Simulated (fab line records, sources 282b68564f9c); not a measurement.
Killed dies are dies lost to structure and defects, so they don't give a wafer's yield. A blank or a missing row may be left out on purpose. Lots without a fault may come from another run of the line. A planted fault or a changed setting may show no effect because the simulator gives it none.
A struck lot beside a sound one | flow rit_cmos | 28 steps out of a route of 202
Sound: wafers L281.1, L281.3, L281.5. Struck: wafers L298.2, L298.3, L298.5. The cause comes at the end.
At each step with rows: each side's tool, then ch and its chambers, then its first start. Under that, the readings that differ: sound wafers | struck wafers | difference of the means | sigmas: that difference in standard deviations of wafers without a fault.
alike: readings whose means differ by less than 2 such deviations, and words and numbers that are the same on both sides. not compared: withheld readings, readings that some wafer has no value for, bounds like >300 that may hide the same value, and numbers for which the record gives no deviation and whose values overlap.
The two part at a step that has a row with sigmas, a row that says differs or no value, or rows on one side only. Numbers that don't overlap but have no deviation are shown without sigmas and don't part them. A reading that every wafer of one side lacks parts them only if that side has two wafers or more.

RIT_ACTIVE_BOW_MEAS_00:
  sound on film_metro-04, day 2 01:00; struck on film_metro-02, day 5 14:01
  alike: INCOMING_BOW
RIT_ACTIVE_OXIDATION_01: target thk 46.8 nm, ox time 3360 s.
  sound on furnace-03 ch 0, day 2 02:16; struck on furnace-01 ch 0, day 5 15:02
  reading                                       | sound           | struck        | difference | sigmas
  model.SiO2_of_ACTIVE_OXIDATION_01.thk_nm (nm) | 47.45 48.6 48.7 | 50.62 51 50.1 | +2.32      |
  alike: spike_tc_load_C
RIT_ACTIVE_THK_MEAS_02:
  sound on film_metro-03, day 2 04:12; struck on film_metro-04, day 5 16:59
  reading               | sound          | struck         | difference | sigmas
  ACTIVE_OXIDE_THK (nm) | 47.5 48.6 48.7 | 50.6 51.0 50.2 | +2.3       | +2
then, 1 step without rows for these wafers: RIT_ACTIVE_CVD_03 (deposits Si3N4 from SiH2Cl2/NH3, target thk 150 nm, time 1500 s).
RIT_ACTIVE_THK_MEAS_04:
  sound on film_metro-03, day 2 05:41; struck on film_metro-02, day 5 18:28
  alike: ACTIVE_NITRIDE_THK
then, 6 steps without rows for these wafers: RIT_ACTIVE_HMDS_05 (prime time 60 s); RIT_ACTIVE_COAT_06 (resist thk 1000 nm); RIT_ACTIVE_SOFTBAKE_07 (time 60 s); RIT_ACTIVE_EXPOSE_08 (exposes mask M1, target cd 1400 nm); RIT_ACTIVE_PEB_09; RIT_ACTIVE_DEVELOP_10 (develop time 50 s).
RIT_ACTIVE_CD_MEAS_11: target cd 1400 nm.
  sound on cd_sem-02, day 2 06:43; struck on cd_sem-01, day 5 19:30
  alike: cd_nm
then, 1 step without rows for these wafers: RIT_ACTIVE_HARDBAKE_12 (time 60 s).
RIT_ACTIVE_ETCH_13: etches Si3N4 in SF6, stops on SiO2, time 210 s, target depth 210 nm.
  sound on rie_diel-01 ch 0,1,2, day 2 06:59; struck on rie_diel-02 ch 0,1,3, day 5 19:45
  alike: drypump_motor_current_A, oes_product_au, throttle_valve_pct
  not compared: rf_hours_counter_h
RIT_ACTIVE_STRIP_14: strips in O2, time 180 s.
  sound on plasma_asher-01 ch 1, day 2 07:07; struck on plasma_asher-01 ch 0,1, day 5 19:53
  alike: drypump_motor_current_A
  not compared: rf_hours_counter_h
RIT_ACTIVE_CD_MEAS_90: target cd 1400 nm.
  sound on cd_sem-02, day 2 07:17; struck on cd_sem-01, day 5 20:05
  alike: cd_nm
then, 4 steps without rows for these wafers: RIT_ACTIVE_CLEAN_15 (cleans in SC1, time 600 s); RIT_ACTIVE_CLEAN_16 (cleans in dHF, time 30 s); RIT_ACTIVE_CLEAN_17 (cleans in SC2, time 600 s); RIT_FOX1_OXIDATION_00 (target thk 350.7 nm, ox time 1130 s).
RIT_FOX1_THK_MEAS_01:
  sound on film_metro-01, day 2 11:55; struck on film_metro-04, day 6 00:52
  reading             | sound       | struck      | difference | sigmas
  FOX1_OXIDE_THK (nm) | 343 347 346 | 359 353 359 | +12        | +2
then, 2 steps without rows for these wafers: RIT_FOX1_WET_ETCH_02 (etches SiO2 in BOE, target depth 350 nm, time 390 s); RIT_FOX2_OXIDATION_00 (target thk 350.7 nm, ox time 1130 s).
RIT_FOX2_THK_MEAS_01:
  sound on film_metro-01, day 2 16:02; struck on film_metro-01, day 6 06:30
  alike: FOX2_OXIDE_THK
then, 1 step without rows for these wafers: RIT_FOX2_CLEAN_02 (cleans in dHF, time 180 s).
RIT_FOX2_WET_ETCH_03: etches Si3N4 in H3PO4, target depth 195 nm, time 2700 s.
  sound on wet_bench-01 ch 2, day 2 16:09; struck on wet_bench-02 ch 1, day 6 06:37
  reading                                       | sound             | struck            | difference | sigmas
  model.SiO2_of_ACTIVE_OXIDATION_01.thk_nm (nm) | 42.14 42.85 42.74 | 44.59 44.72 44.47 | +2.02      |
RIT_FOX2_THK_MEAS_90:
  sound on film_metro-03, day 2 16:55; struck on film_metro-03, day 6 07:23
  alike: FIELD_OXIDE_LEFT_1_THK
-- the record jumps here: 2 days lie between the struck wafers' starts before and after (it left off in module FOX2 and takes up again in module M1, whose first step shown is number 202 of the route) --
RIT_M1_PROBE_99:
  sound on prober-01, day 4 09:02; struck on prober-01, day 8 13:43
  reading                             | sound             | struck            | difference | sigmas
  model.etest.pldd.width_nm (nm)      | 3201 3190 3187    | 3111 3149 3146    | -57        |
  model.etest.nldd.width_nm (nm)      | 3181 3179 3169    | 3126 3135 3156    | -37        |
  model.etest.nplus_sal.width_nm (nm) | 3462 3446 3469    | 3423 3439 3434    | -27        |
  model.etest.nmos_narrow.drive_ua_um | 225.1 219.2 224.3 | 205.7 212 210.4   | -13.5      |
  model.etest.pmos_narrow.drive_ua_um | 102.4 97.25 102.2 | 93.32 96.33 94.31 | -5.96      |
  alike: killed_at_contacts, killed_at_front_end, killed_dies, killed_open, killed_short
  not compared: model.etest.pplus_sal.width_nm

WHERE THEY PART
First at RIT_ACTIVE_THK_MEAS_02; last, within this record, at RIT_FOX1_THK_MEAS_01. Later steps at which nothing parts them and some readings are alike: RIT_FOX2_THK_MEAS_01, RIT_FOX2_THK_MEAS_90, RIT_M1_PROBE_99.

WHY: what the simulator had put in
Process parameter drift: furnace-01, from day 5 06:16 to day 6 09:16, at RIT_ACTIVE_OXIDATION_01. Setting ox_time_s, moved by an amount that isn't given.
